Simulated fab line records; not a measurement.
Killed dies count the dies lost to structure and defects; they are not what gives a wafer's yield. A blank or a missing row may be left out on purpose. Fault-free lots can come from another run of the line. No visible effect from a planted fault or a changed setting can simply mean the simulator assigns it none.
fab line records	flow ritCmos
[record] lots = 6	wafers = 18	lastDay = 7
route steps=202 shown ACTIVE@1 FOX1@20 FOX2@23 M1@202
lots with no fault: from the same line, run without faults
startH: hours from the record's opening day to when the first of the lot's shown wafers began	waitH: time in hours since the lot's previous step	" identical to the entry in the row above	L1.1+2: a single row standing in for several wafers	- no value, or no start given	* or withheld: withheld	< > ~ a bound
route shown NAME@n: names a module that has steps shown in the file, with the first one's number in the route	usual: the fault-free wafers' mean and standard deviation	same: alike in all rows	chamber/n: place in a boat	sites: each site's reading	_std_site: the standard deviation of these	_edge_site: mean of outer sites minus mean of inner sites	radiusMm: how far each site lies from the wafer's centre	mask NAME#n: copy n	behind: the most recent tool/chamber to have shaped the wafer	hold: cause of the lot's hold/its duration in hours/its outcome	device: the n, p or np transistor that did not switch	end of line: at the end of the route, the tests of the same wafers	a step with no rows: only its recipe	killed: the dies lost at the first sort to structure and to defects; this is not the yield of the wafer	map: shows each die of a wafer: x if killed, . if not, _ if none is there
set.NAME: setting as actually run; set.NAME@STEP: the setting as run at that earlier step	model.NAME: the simulator's own value behind a step, which no gauge read
certain route steps with their lots: each step a table, each wafer a row
services: when a tool's chamber went out of use (startH, in hours from the record's first day, below 0 if earlier), for how many hours, and the reason
[[steps]]
[step RIT_ACTIVE_BOW_MEAS_00]
[recipe] mode = bow
[usual] INCOMING_BOW = 0/6.3
lot.wafer	tool	chamber	startH	waitH	INCOMING_BOW[um]
L323.1	filmMetro-01	-	20.00	-	-3
L323.2	"	-	"	"	-10
L323.4	"	-	"	"	3
L324.1	filmMetro-01	-	25.00	-	-8
L324.2	"	-	"	"	8
L324.5	"	-	"	"	0
L331.1	filmMetro-04	-	60.00	-	-2
L331.2	"	-	"	"	-1
L331.3	"	-	"	"	16
L341.1	filmMetro-04	-	110.00	-	4
L341.2	"	-	"	"	-7
L341.4	"	-	"	"	-1
L342.2	filmMetro-01	-	115.02	-	-2
L342.4	"	-	"	"	6
L342.6	"	-	"	"	-1
L343.1	filmMetro-02	-	120.00	-	-2
L343.3	"	-	"	"	5
L343.5	"	-	"	"	-6
[step RIT_ACTIVE_OXIDATION_01]
[recipe] tempC = 1000	ambient = O2	targetThkA = 468	oxTimeS = 3360
[usual] spikeTcCentreC = 1002.7/1.1	spikeTcLoadC = 1027.4/1.8	spikeTcSourceC = 1029.8/2.2	tubeCenterTempC = 1000.0/0.1	tube_center_temp_C_max = 1002.6/0.48
lot.wafer	tool	chamber	startH	waitH	spikeTcCentreC	spikeTcLoadC	spikeTcSourceC	tubeCenterTempC	tube_center_temp_C_max	model.SiO2_of_ACTIVE_OXIDATION_01.thkNm
L323.1	furnace-01	0	20.12	0.1	1002.6	1027.4	1030.8	1000.0	1002.4	47.02
L323.2	"	0	"	"	1001.7	1026.0	1029.3	999.84	1002.0	47.46
L323.4	"	0	"	"	1003.2	1029.5	1030.4	999.91	1002.1	46.5
L324.1	furnace-01	0	25.12	0.1	1003.1	1027.5	1030.5	1000.0	1002.7	46.81
L324.2	"	0	"	"	1003.1	1029.1	1031.7	1000.1	1002.1	46.09
L324.5	"	0	"	"	1003.3	1029.0	1031.0	999.98	1002.9	46.22
L331.1	furnace-02	0	61.34	1.3	1002.0	1027.5	1031.3	1000.2	1002.4	46.76
L331.2	"	0	"	"	1002.6	1026.1	1030.6	1000.1	1002.7	47.02
L331.3	"	0	"	"	1003.2	1026.1	1030.5	999.96	1001.9	46.69
L341.1	furnace-02	0	110.13	0.1	962.0	984.9	991.0	960.17	962.7	34.48
L341.2	"	0	"	"	964.4	986.4	989.7	960.05	962.1	34.48
L341.4	"	0	"	"	961.3	985.0	989.5	960.03	962.0	34.38
L342.2	furnace-02	0	115.12	0.1	963.1	986.1	990.2	959.86	962.3	33.67
L342.4	"	0	"	"	963.3	987.0	990.3	959.88	962.0	33.56
L342.6	"	0	"	"	962.8	984.5	991.0	959.80	962.1	33.22
L343.1	furnace-04	0	120.12	0.1	1001.5	1028.8	1026.5	1000.1	1002.7	47.56
L343.3	"	0	"	"	1004.0	1029.4	1025.6	999.94	1002.2	47.01
L343.5	"	0	"	"	1000.7	1027.8	1026.2	999.85	1003.1	47.56
[step RIT_ACTIVE_THK_MEAS_02]
[recipe] reads = SiO2_of_ACTIVE_OXIDATION_01
[usual] ACTIVE_OXIDE_THK = 46.6/0.87
lot.wafer	tool	chamber	startH	waitH	ACTIVE_OXIDE_THK[nm]
L323.1	filmMetro-01	-	22.05	0.0	47.0
L323.2	"	-	"	"	47.5
L323.4	"	-	"	"	46.5
L324.1	filmMetro-04	-	27.05	0.0	46.8
L324.2	"	-	"	"	46.1
L324.5	"	-	"	"	46.2
L331.1	filmMetro-02	-	63.27	0.0	46.8
L331.2	"	-	"	"	47.0
L331.3	"	-	"	"	46.7
L341.1	filmMetro-02	-	112.06	0.0	34.5
L341.2	"	-	"	"	34.4
L341.4	"	-	"	"	34.4
L342.2	filmMetro-02	-	117.06	0.0	33.7
L342.4	"	-	"	"	33.6
L342.6	"	-	"	"	33.2
L343.1	filmMetro-02	-	122.05	0.0	47.6
L343.3	"	-	"	"	47.0
L343.5	"	-	"	"	47.5
[step RIT_ACTIVE_CVD_03]
[recipe] material = Si3N4	targetThkNm = 150	tempC = 810	precursor = SiH2Cl2/NH3	timeS = 1500	pressureMtorr = 300	sih2cl2FlowSccm = 60	nh3FlowSccm = 150
[step RIT_ACTIVE_THK_MEAS_04]
[recipe] reads = Si3N4_of_ACTIVE_CVD_03
[usual] ACTIVE_NITRIDE_THK = 150.3/1.4
lot.wafer	tool	chamber	startH	waitH	ACTIVE_NITRIDE_THK[nm]
L323.1	filmMetro-02	-	24.24	0.0	151.8
L323.2	"	-	"	"	151.5
L323.4	"	-	"	"	150.1
L324.1	filmMetro-04	-	28.53	0.0	150.6
L324.2	"	-	"	"	150.8
L324.5	"	-	"	"	150.0
L331.1	filmMetro-02	-	64.75	0.0	148.6
L331.2	"	-	"	"	149.0
L331.3	"	-	"	"	148.8
L341.1	filmMetro-01	-	113.54	0.0	154.2
L341.2	"	-	"	"	154.0
L341.4	"	-	"	"	153.1
L342.2	filmMetro-04	-	118.54	0.0	150.5
L342.4	"	-	"	"	150.3
L342.6	"	-	"	"	148.5
L343.1	filmMetro-02	-	123.53	0.0	150.0
L343.3	"	-	"	"	150.1
L343.5	"	-	"	"	150.8
[step RIT_ACTIVE_HMDS_05]
[recipe] primeTimeS = 60	primeTempC = 140
[step RIT_ACTIVE_COAT_06]
[recipe] resist = NOVOLAK	spinRpm = 3250	resistThkNm = 1000
[step RIT_ACTIVE_SOFTBAKE_07]
[recipe] resist = NOVOLAK	tempC = 90	timeS = 60
[step RIT_ACTIVE_EXPOSE_08]
[recipe] maskId = M1	na = 0.6	sourceShape = conventional	sigmaOuter = 0.6	targetCdNm = 1400	doseMj = 225
[step RIT_ACTIVE_PEB_09]
[recipe] resist = NOVOLAK	tempC = withheld	timeS = withheld
[step RIT_ACTIVE_DEVELOP_10]
[recipe] resist = NOVOLAK	developTimeS = 50	devTempC = 23
[step RIT_ACTIVE_CD_MEAS_11]
[recipe] targetCdNm = 1400
[usual] cdNm = 1400.0/2.2
lot.wafer	tool	chamber	startH	waitH	cdNm
L323.1	cdSem-02	-	25.15	-	1399.6
L323.2	"	-	"	"	1398.2
L323.4	"	-	"	"	1398.9
L324.1	cdSem-02	-	29.73	-	1401.5
L324.2	"	-	"	"	1403.0
L324.5	"	-	"	"	1403.7
L331.1	cdSem-01	-	65.78	-	1403.2
L331.2	"	-	"	"	1401.6
L331.3	"	-	"	"	1405.2
L341.1	cdSem-01	-	114.57	-	1399.0
L341.2	"	-	"	"	1400.0
L341.4	"	-	"	"	1396.7
L342.2	cdSem-02	-	119.46	-	1394.0
L342.4	"	-	"	"	1397.1
L342.6	"	-	"	"	1397.2
L343.1	cdSem-01	-	124.56	-	1398.8
L343.3	"	-	"	"	1402.3
L343.5	"	-	"	"	1397.4
[step RIT_ACTIVE_HARDBAKE_12]
[recipe] resist = NOVOLAK	tempC = 140	timeS = 60
[step RIT_ACTIVE_ETCH_13]
[recipe] stopOn = SiO2	chemistry = SF6	target = Si3N4	timeS = 210	overEtchFrac = 0.4	SF6_flow_sccm = 200	pressureMtorr = 260	rfW = 125	targetDepthA = 2100
[usual] drypumpMotorCurrentA = 5.8/0.43	oesProductAu = 0.823/0.015	throttleValvePct = 7.53/0.082
[same] timeS = 210
lot.wafer	tool	chamber	startH	waitH	drypumpMotorCurrentA	oesProductAu	rfHoursCounterH	throttleValvePct
L323.1	rieDiel-03	0	25.42	0.1	6.3	0.803	153	7.59
L323.2	"	3	"	"	6.0	0.806	4	7.39
L323.4	"	2	"	"	5.7	0.829	127	7.53
L324.1	rieDiel-03	2	30.00	0.1	5.7	0.829	127	7.55
L324.2	"	0	"	"	6.3	0.804	153	7.61
L324.5	"	2	"	"	5.6	0.815	-	7.54
L331.1	rieDiel-02	0	66.05	0.1	5.2	0.840	78	7.60
L331.2	"	3	"	"	5.0	0.836	5	7.50
L331.3	"	2	"	"	5.2	0.822	118	7.50
L341.1	rieDiel-04	2	114.84	0.1	6.4	0.847	134	7.46
L341.2	"	1	"	"	5.7	0.830	1	7.63
L341.4	"	0	"	"	6.3	0.853	35	7.58
L342.2	rieDiel-03	0	119.71	0.1	6.2	0.794	155	7.61
L342.4	"	2	"	"	5.6	0.821	129	7.53
L342.6	"	2	"	"	5.6	0.814	-	7.52
L343.1	rieDiel-03	1	124.83	0.1	5.3	0.800	3	7.53
L343.3	"	2	"	"	5.6	0.826	129	7.54
L343.5	"	3	"	"	6.1	0.803	-	7.38
[step RIT_ACTIVE_STRIP_14]
[recipe] chemistry = O2	timeS = 180	resist = NOVOLAK	platenTempC = withheld	powerW = 500	pressureMtorr = 4000	o2FlowSccm = 4000
[usual] drypumpMotorCurrentA = 5.43/0.27	o2FlowSccm = 4000/11
[same] timeS = 180
lot.wafer	tool	chamber	startH	waitH	drypumpMotorCurrentA	o2FlowSccm	rfHoursCounterH
L323.1	plasmaAsher-02	1	25.55	0.1	5.39	3981	23
L323.2	"	0	"	"	5.35	4004	23
L323.4	"	0	"	"	5.33	4004	-
L324.1	plasmaAsher-01	1	30.13	0.1	5.21	3999	39
L324.2	"	0	"	"	5.32	3989	39
L324.5	"	0	"	"	5.31	3993	-
L331.1	plasmaAsher-01	1	66.18	0.1	5.27	3980	42
L331.2	"	0	"	"	5.35	4008	42
L331.3	"	0	"	"	5.33	4004	-
L341.1	plasmaAsher-04	1	114.98	0.1	5.17	3991	47
L341.2	"	0	"	"	5.93	4007	47
L341.4	"	1	"	"	5.17	3999	-
L342.2	plasmaAsher-01	1	119.84	0.1	5.27	4000	0
L342.4	"	0	"	"	5.35	4011	-
L342.6	"	1	"	"	5.31	3999	-
L343.1	plasmaAsher-04	1	124.97	0.1	5.21	4004	48
L343.3	"	0	"	"	5.96	4001	-
L343.5	"	0	"	"	5.93	3991	-
[step RIT_ACTIVE_CD_MEAS_90]
[recipe] targetCdNm = 1400
[usual] cdNm = 1400.0/2.2
lot.wafer	tool	chamber	startH	waitH	cdNm
L323.1	cdSem-02	-	25.73	0.1	1399.4
L323.2	"	-	"	"	1397.9
L323.4	"	-	"	"	1398.5
L324.1	cdSem-02	-	30.30	0.1	1401.3
L324.2	"	-	"	"	1402.9
L324.5	"	-	"	"	1403.7
L331.1	cdSem-01	-	66.36	0.1	1403.2
L331.2	"	-	"	"	1401.7
L331.3	"	-	"	"	1405.0
L341.1	cdSem-02	-	115.15	0.1	1399.3
L341.2	"	-	"	"	1400.1
L341.4	"	-	"	"	1396.8
L342.2	cdSem-02	-	120.04	0.1	1393.2
L342.4	"	-	"	"	1397.3
L342.6	"	-	"	"	1397.0
L343.1	cdSem-02	-	125.14	0.1	1398.7
L343.3	"	-	"	"	1402.1
L343.5	"	-	"	"	1397.1
[step RIT_ACTIVE_CLEAN_15]
[recipe] chemistry = SC1	mix = 3:3:50	timeS = 600	tempC = 75
[step RIT_ACTIVE_CLEAN_16]
[recipe] chemistry = dHF	dilution = 50:1	timeS = 30
[step RIT_ACTIVE_CLEAN_17]
[recipe] chemistry = SC2	mix = 3:3:50	timeS = 600	tempC = 75	dry = n2Spin
[step RIT_FOX1_OXIDATION_00]
[recipe] tempC = 1100	ambient = H2O	targetThkA = 3507	pH2oTorr = 720	oxTimeS = 1130
[step RIT_FOX1_THK_MEAS_01]
[recipe] reads = SiO2_of_FOX1_OXIDATION_00
[usual] FOX1_OXIDE_THK = 348/6.3
lot.wafer	tool	chamber	startH	waitH	FOX1_OXIDE_THK[nm]
L323.1	filmMetro-02	-	28.37	0.0	343
L323.2	"	-	"	"	345
L323.4	"	-	"	"	347
L324.1	filmMetro-02	-	32.46	0.0	353
L324.2	"	-	"	"	352
L324.5	"	-	"	"	356
L331.1	filmMetro-03	-	69.16	0.0	341
L331.2	"	-	"	"	349
L331.3	"	-	"	"	347
L341.1	filmMetro-04	-	117.50	0.0	338
L341.2	"	-	"	"	341
L341.4	"	-	"	"	340
L342.2	filmMetro-04	-	121.84	0.0	347
L342.4	"	-	"	"	347
L342.6	"	-	"	"	344
L343.1	filmMetro-03	-	128.17	0.0	347
L343.3	"	-	"	"	342
L343.5	"	-	"	"	347
[step RIT_FOX1_WET_ETCH_02]
[recipe] chemistry = BOE	targetDepthNm = 350	timeS = 390	tempC = 21.5	dry = n2Spin	dilution = 10:1	target = SiO2
[step RIT_FOX2_OXIDATION_00]
[recipe] tempC = 1100	ambient = H2O	targetThkA = 3507	pH2oTorr = 720	oxTimeS = 1130
[step RIT_FOX2_THK_MEAS_01]
[recipe] reads = SiO2_of_FOX2_OXIDATION_00
[usual] FOX2_OXIDE_THK = 348/5.5
lot.wafer	tool	chamber	startH	waitH	FOX2_OXIDE_THK[nm]
L323.1	filmMetro-01	-	29.86	0.0	347
L323.2	"	-	"	"	348
L323.4	"	-	"	"	349
L324.1	filmMetro-02	-	34.30	0.1	345
L324.2	"	-	"	"	347
L324.5	"	-	"	"	353
L331.1	filmMetro-01	-	70.70	0.0	359
L331.2	"	-	"	"	356
L331.3	"	-	"	"	356
L341.1	filmMetro-03	-	119.00	0.0	363
L341.2	"	-	"	"	360
L341.4	"	-	"	"	360
L342.2	filmMetro-03	-	123.34	0.0	349
L342.4	"	-	"	"	353
L342.6	"	-	"	"	349
L343.1	filmMetro-02	-	129.66	0.0	341
L343.3	"	-	"	"	344
L343.5	"	-	"	"	352
[step RIT_FOX2_CLEAN_02]
[recipe] chemistry = dHF	dilution = 50:1	timeS = 180
[step RIT_FOX2_WET_ETCH_03]
[recipe] chemistry = H3PO4	target = Si3N4	targetDepthNm = 195	tempC = 165	timeS = 2700
[usual] tempC = 165.01/0.15
[same] timeS = 2700
lot.wafer	tool	chamber	startH	waitH	tempC	model.SiO2_of_ACTIVE_OXIDATION_01.thkNm
L323.1	wetBench-02	2	29.98	0.0	165.10	40.45
L323.2	"	2	"	"	165.18	40.72
L323.4	"	2	"	"	165.27	41.29
L324.1	wetBench-04	1	34.42	0.0	165.00	41.51
L324.2	"	1	"	"	165.13	39.53
L324.5	"	1	"	"	164.97	40.97
L331.1	wetBench-01	1	70.82	0.0	164.70	41.01
L331.2	"	1	"	"	164.99	41.87
L331.3	"	1	"	"	164.97	40.08
L341.1	wetBench-04	0	119.11	0.0	164.97	30.64
L341.2	"	0	"	"	165.11	30.66
L341.4	"	0	"	"	165.32	30.07
L342.2	wetBench-01	3	123.45	0.0	165.01	28.64
L342.4	"	3	"	"	164.85	29.9
L342.6	"	3	"	"	165.16	29.6
L343.1	wetBench-02	2	129.78	0.0	165.04	41.76
L343.3	"	2	"	"	164.87	41.72
L343.5	"	2	"	"	164.84	40.77
[step RIT_FOX2_THK_MEAS_90]
[recipe] reads = SiO2_of_FOX2_OXIDATION_00
[usual] FIELD_OXIDE_LEFT_1_THK = 321/5.6
lot.wafer	tool	chamber	startH	waitH	FIELD_OXIDE_LEFT_1_THK[nm]
L323.1	filmMetro-01	-	30.73	0.0	320
L323.2	"	-	"	"	321
L323.4	"	-	"	"	321
L324.1	filmMetro-02	-	35.18	0.0	317
L324.2	"	-	"	"	319
L324.5	"	-	"	"	326
L331.1	filmMetro-01	-	71.65	0.0	332
L331.2	"	-	"	"	328
L331.3	"	-	"	"	329
L341.1	filmMetro-01	-	119.87	0.0	336
L341.2	"	-	"	"	333
L341.4	"	-	"	"	333
L342.2	filmMetro-02	-	124.22	0.0	322
L342.4	"	-	"	"	326
L342.6	"	-	"	"	322
L343.1	filmMetro-01	-	130.54	0.0	314
L343.3	"	-	"	"	317
L343.5	"	-	"	"	324
[step RIT_M1_PROBE_99]
[usual] killedAtFrontEnd = 6.8/2.7	killedDies = 6.9/2.7	killedOpen = 3.3/1.8	killedShort = 3.5/1.8
[same] grossDies = 264	killed_at_M0_to_M3 = 0	killed_at_M4_up = 0	killedAtBackSide = 0	killedAtContacts = 0	killedAtOther = 0
lot.wafer	tool	chamber	startH	waitH	killedAtFrontEnd	killedDies	killedOpen	killedShort	model.etest.pldd.widthNm	model.etest.nldd.widthNm	model.etest.nplusSal.widthNm	model.etest.pplusSal.widthNm	model.etest.nmos_0p3.rOnOhmUm	model.etest.nmosNarrow.driveUaUm	model.etest.pmosNarrow.driveUaUm	model.etest.nmos_0p3.driveUaUm
L323.1	prober-01	-	67.97	0.1	6	6	4	2	3175	3184	3454	3461	2138	222.4	101.2	221.3
L323.2	prober-01	-	68.02	0.1	6	6	2	4	3174	3162	3462	3466	2163	220.6	99.99	221.6
L323.4	prober-01	-	68.12	0.2	4	4	2	2	3197	3188	3454	3430	2101	228.1	103.2	224.6
L324.1	prober-02	-	74.25	0.1	5	5	2	3	3177	3186	3431	3426	2070	244.1	106.6	244
L324.2	prober-02	-	74.30	0.1	6	6	2	4	3197	3188	3460	3447	2126	238	103.9	235.9
L324.5	prober-02	-	74.45	0.2	4	4	3	1	3181	3185	3438	3436	2124	238.6	105.2	238.8
L331.1	prober-02	-	113.56	0.1	11	11	5	6	3160	3202	3443	3427	2149	225.6	103.2	224.7
L331.2	prober-02	-	113.61	0.1	7	7	2	5	3161	3192	3427	3451	2175	223.5	100.7	224
L331.3	prober-02	-	113.66	0.2	7	7	4	3	3182	3176	3438	3448	2142	228.9	103.9	227.2
L341.1	prober-02	-	156.84	0.1	11	11	5	6	3287	3298	3520	3524	2030	265.2	119.8	243.7
L341.2	prober-02	-	156.89	0.1	13	13	8	5	3292	3273	3551	3526	2099	260.5	115.4	241.7
L341.4	prober-02	-	156.99	0.2	3	3	2	1	3290	3291	3529	3523	2097	258.5	114.5	237.7
L342.2	prober-01	-	161.42	0.1	2	2	2	0	3300	3275	3524	3498	2090	262.3	116.8	240.1
L342.4	prober-01	-	161.52	0.2	6	6	2	4	3291	3292	3532	3515	2071	267.8	120.4	246.2
L342.6	prober-01	-	161.62	0.2	10	10	6	4	3287	3277	3532	3520	2126	258.7	114.9	234.4
L343.1	prober-02	-	168.65	0.1	6	6	1	4	3188	3186	3437	3432	2120	230.3	105.2	228.9
L343.3	prober-02	-	168.75	0.2	7	7	5	2	3203	3202	3442	3452	2118	232.3	105.6	228.9
L343.5	prober-02	-	168.85	0.2	8	8	4	4	3176	3174	3421	3424	2140	223.5	102.4	222.9
// killed by level:class
L323.1 GATE:geometricParticle:short=2 GATE:geometricParticle:open=2 FOX1:geometricParticle:open=1 SILICIDE:geometricParticle:open=1
L323.2 FOX1:geometricParticle:short=1 GATE:geometricParticle:short=1 REOX:geometricParticle:short=1 SPACER:geometricParticle:short=1 SPACER:geometricParticle:open=1 SILICIDE:geometricParticle:open=1
L323.4 FOX1:geometricParticle:open=1 FOX2:geometricParticle:open=1 GATE:geometricParticle:short=1 SPACER:geometricParticle:short=1
L324.1 FOX1:geometricParticle:open=2 FOX1:geometricParticle:short=1 GATE:geometricParticle:short=1 REOX:geometricParticle:short=1
L324.2 FOX2:geometricParticle:short=2 FOX1:geometricParticle:short=1 GATE:geometricParticle:short=1 GATE:geometricParticle:open=1 SILICIDE:geometricParticle:open=1
L324.5 SPACER:geometricParticle:open=2 GATE:geometricParticle:open=1 REOX:geometricParticle:short=1
L331.1 GATE:geometricParticle:short=5 GATE:geometricParticle:open=2 FOX1:geometricParticle:short=1 FOX1:geometricParticle:open=1 FOX2:geometricParticle:open=1 REOX:geometricParticle:open=1
L331.2 SILICIDE:geometricParticle:short=2 FOX2:geometricParticle:short=1 GATE:geometricParticle:short=1 REOX:geometricParticle:open=1 SPACER:geometricParticle:short=1 SILICIDE:geometricParticle:open=1
L331.3 GATE:geometricParticle:open=3 GATE:geometricParticle:short=2 FOX1:geometricParticle:short=1 SPACER:geometricParticle:open=1
L341.1 GATE:geometricParticle:short=4 GATE:geometricParticle:open=3 FOX2:geometricParticle:open=1 REOX:geometricParticle:open=1 REOX:geometricParticle:short=1 SPACER:geometricParticle:short=1
L341.2 GATE:geometricParticle:short=4 GATE:geometricParticle:open=3 SILICIDE:geometricParticle:open=3 REOX:geometricParticle:open=1 SPACER:geometricParticle:open=1 SPACER:geometricParticle:short=1
L341.4 FOX1:geometricParticle:open=1 GATE:geometricParticle:short=1 SILICIDE:geometricParticle:open=1
L342.2 FOX1:geometricParticle:open=1 REOX:geometricParticle:open=1
L342.4 FOX1:geometricParticle:open=1 FOX1:geometricParticle:short=1 FOX2:geometricParticle:short=1 GATE:geometricParticle:open=1 REOX:geometricParticle:short=1 SILICIDE:geometricParticle:short=1
L342.6 FOX1:geometricParticle:open=2 FOX1:geometricParticle:short=2 SPACER:geometricParticle:open=2 GATE:geometricParticle:open=1 REOX:geometricParticle:short=1 SPACER:geometricParticle:short=1 SILICIDE:geometricParticle:open=1
L343.1 SILICIDE:geometricParticle:short=2 FOX1:geometricParticle:short=1 GATE:geometricParticle:open=1 GATE:geometricParticle:short=1 NWELL:coatMicrobubblePrinted=1
L343.3 GATE:geometricParticle:open=2 FOX1:geometricParticle:open=1 GATE:geometricParticle:short=1 SPACER:geometricParticle:open=1 SILICIDE:geometricParticle:short=1 SILICIDE:geometricParticle:open=1
L343.5 FOX2:geometricParticle:open=2 GATE:geometricParticle:short=2 FOX1:geometricParticle:short=1 GATE:geometricParticle:open=1 REOX:geometricParticle:short=1 SPACER:geometricParticle:open=1
[[services]]
tool	chamber	startH	hours	kind
plasmaAsher-02	-	-1.77	11.0	repair
rieDiel-04	3	2.58	10.8	repair
furnace-02	-	4.89	3.9	pm
furnace-04	-	24.90	6.0	pm
plasmaAsher-02	-	26.34	0.9	repair
plasmaAsher-01	-	31.89	11.1	repair
furnace-01	-	41.66	4.0	pm
wetBench-04	-	45.63	0.6	repair
furnace-02	-	74.13	13.5	pm
furnace-04	-	86.76	3.2	pm
rieDiel-02	3	94.80	23.1	repair
rieDiel-03	-	95.47	0.4	repair
furnace-02	-	98.00	2.6	pm
rieDiel-04	0	104.39	7.0	repair
rieDiel-02	-	106.12	14.6	pm
plasmaAsher-01	-	108.75	9.0	pm
plasmaAsher-01	0	108.75	9.0	ventCycle
plasmaAsher-01	1	108.75	9.0	ventCycle
plasmaAsher-04	-	116.28	1.5	repair
plasmaAsher-01	0	117.75	-	clean
rieDiel-03	0	123.72	-	clean
rieDiel-03	0	123.72	12.9	scheduledDown
rieDiel-03	0	123.72	12.9	ventCycle
furnace-01	-	129.02	3.8	pm
[[key]]
[firstSign] step = RIT_ACTIVE_OXIDATION_01	reading = tubeCenterTempC	direction = down	sigmas = 99+	usual = *	struck = *
[effect] step = RIT_ACTIVE_OXIDATION_01	reading = tube_center_temp_C_max	direction = down	sigmas = 85	usual = *	struck = *
[effect] step = RIT_ACTIVE_THK_MEAS_02	reading = ACTIVE_OXIDE_THK	direction = down	sigmas = 14	usual = 46.6	struck = 34.0
[modelEffect] step = RIT_ACTIVE_OXIDATION_01	value = SiO2_of_ACTIVE_OXIDATION_01.thkNm	without = 47.75	struck = 33.96
[modelEffect] step = RIT_FOX2_WET_ETCH_03	value = SiO2_of_ACTIVE_OXIDATION_01.thkNm	without = 42.18	struck = 29.92
[modelEffect] step = RIT_M1_PROBE_99	value = etest.pldd.widthNm	without = 3170	struck = 3291
metAt RIT_ACTIVE_OXIDATION_01
struckWafers L341.1,L341.2,L341.4,L342.2,L342.4,L342.6
testerLeftOut L341,L342
onsetBetween 61.34 110.13
[fault] kind = processParameterDrift	tool = furnace-02	chamber = -	onsetH = 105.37	steps = RIT_ACTIVE_OXIDATION_01	channel = tempC	offset = *	shape = step	endH = 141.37	actsIn = *	stated = *
// testerLeftOut: of these lots the tester's yield and bins aren't shown, on N5 and GAA mostly nor the transistor test; their killed dies are dies lost to structure and defects alone, not to doping, threshold or leakage, so they don't give the yield
